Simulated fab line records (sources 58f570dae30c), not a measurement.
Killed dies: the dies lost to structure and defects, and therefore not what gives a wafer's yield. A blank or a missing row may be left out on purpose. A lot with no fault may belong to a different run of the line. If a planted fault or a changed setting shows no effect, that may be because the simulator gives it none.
Problem report in the 8D (eight disciplines) form, filled by code + flow berkeley_cmos170 + the parts of the form that need people (team, actions taken, sign-off) are left out

== 1. THE ISSUE ==
At UCB170_M2_STRIP_07, o2_flow_sccm averages 320.1 sccm over 6 wafers from 2 lots, while fault-free wafers read 400.0 sccm, standard deviation 1.1. That is -73 standard deviations from the usual mean.
The step: strips in O2.
First seen on wafer L580.1, day 10 05:11, on plasma_asher-03. Wafers with a number at this step in the record: 42, from 14 lots. Rule for "out", or "out of limits": more than 4 standard deviations from the usual mean. Any other wafer with a number is counted as sound.

== 2. WHAT IT IS, WHAT IT ISN'T ==
| question                    | is                                     | is not                                                                          |
|-----------------------------|----------------------------------------|---------------------------------------------------------------------------------|
| which readings at this step | o2_flow_sccm, strip_time_to_endpoint_s | drypump_motor_current_A                                                         |
| which lots                  | L580, L585                             | L569, L570, L571, L572, L574, L575, L576, L577, L578, L587, L590, L592          |
| which wafers of those lots  | all that have a number                 | -                                                                               |
| read on which tools         | plasma_asher-03                        | plasma_asher-01, plasma_asher-04                                                |
| when                        | from day 10 05:11                      | up to then (27 sound wafers); but 9 sound wafers of L587, L590, L592 came after |

== 3. THE SUSPECTS, EACH WITH WHAT RULES IT OUT ==
Counting: any tool at a process step up to the reading is kept as a suspect provided that every lot that is out went through it and no sound lot did after the first of them.
- pvd_sputter-01 at UCB170_M1_SPUTTER_00 (material Al, target thk 600 nm, time 80 s): kept. Every lot that is out went through it, starting with L580 (day 9 19:03), and after that it ran no sound lot; the last sound lot it ran before then is L576 (day 8 19:39).
- plasma_asher-03 at UCB170_M2_STRIP_07 (strips in O2): kept. Every lot that is out went through it, starting with L580 (day 10 05:11), and after that it ran no sound lot; the last sound lot it ran before then is L578 (day 9 23:38). Its own readings are out on those wafers: o2_flow_sccm, strip_time_to_endpoint_s.
After counting, pvd_sputter-01 at UCB170_M1_SPUTTER_00 and plasma_asher-03 at UCB170_M2_STRIP_07 remain.

== 4. THE CAUSE (what the simulator had put in) ==
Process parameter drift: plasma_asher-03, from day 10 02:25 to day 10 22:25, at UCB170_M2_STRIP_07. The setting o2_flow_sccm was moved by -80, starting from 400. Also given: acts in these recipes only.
2 suspects survive the count, and this tool is in that group.

== 5. SEQUENCE OF EFFECTS, ordered by route ==
Each row: a reading where the mean over the struck wafers with a number is more than 3 standard deviations away from the usual. Scope: only readings with a usual standard deviation given in the record; hours: median across lots of the time from each lot's start at the first step in this table that gives one to its start at this step; sigmas: change in usual standard deviations.
| hours | step               | reading                  | usual      | on struck wafers | change | sigmas |
|-------|--------------------|--------------------------|------------|------------------|--------|--------|
| 0     | UCB170_M2_STRIP_07 | o2_flow_sccm             | 400.0 sccm | 320.1            | -79.9  | -73    |
| 0     | UCB170_M2_STRIP_07 | oes_product_au           | 0.735 a.u. | 0.719            | -0.016 | -3.8   |
| 0     | UCB170_M2_STRIP_07 | strip_time_to_endpoint_s | 21.96 s    | 22.67            | +0.71  | +10    |
Its process steps:
- UCB170_M2_STRIP_07: strips in O2.
Later measuring or inspecting steps at which every struck wafer that the step has a row for has a number for every such reading, and none has moved that far: UCB170_M2_CD_MEAS_90.

== 6. WHAT WOULD HAVE CAUGHT IT SOONER ==
The fault began at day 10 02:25; the first out-of-limits reading in this record came at day 10 05:11, 3 hours later.
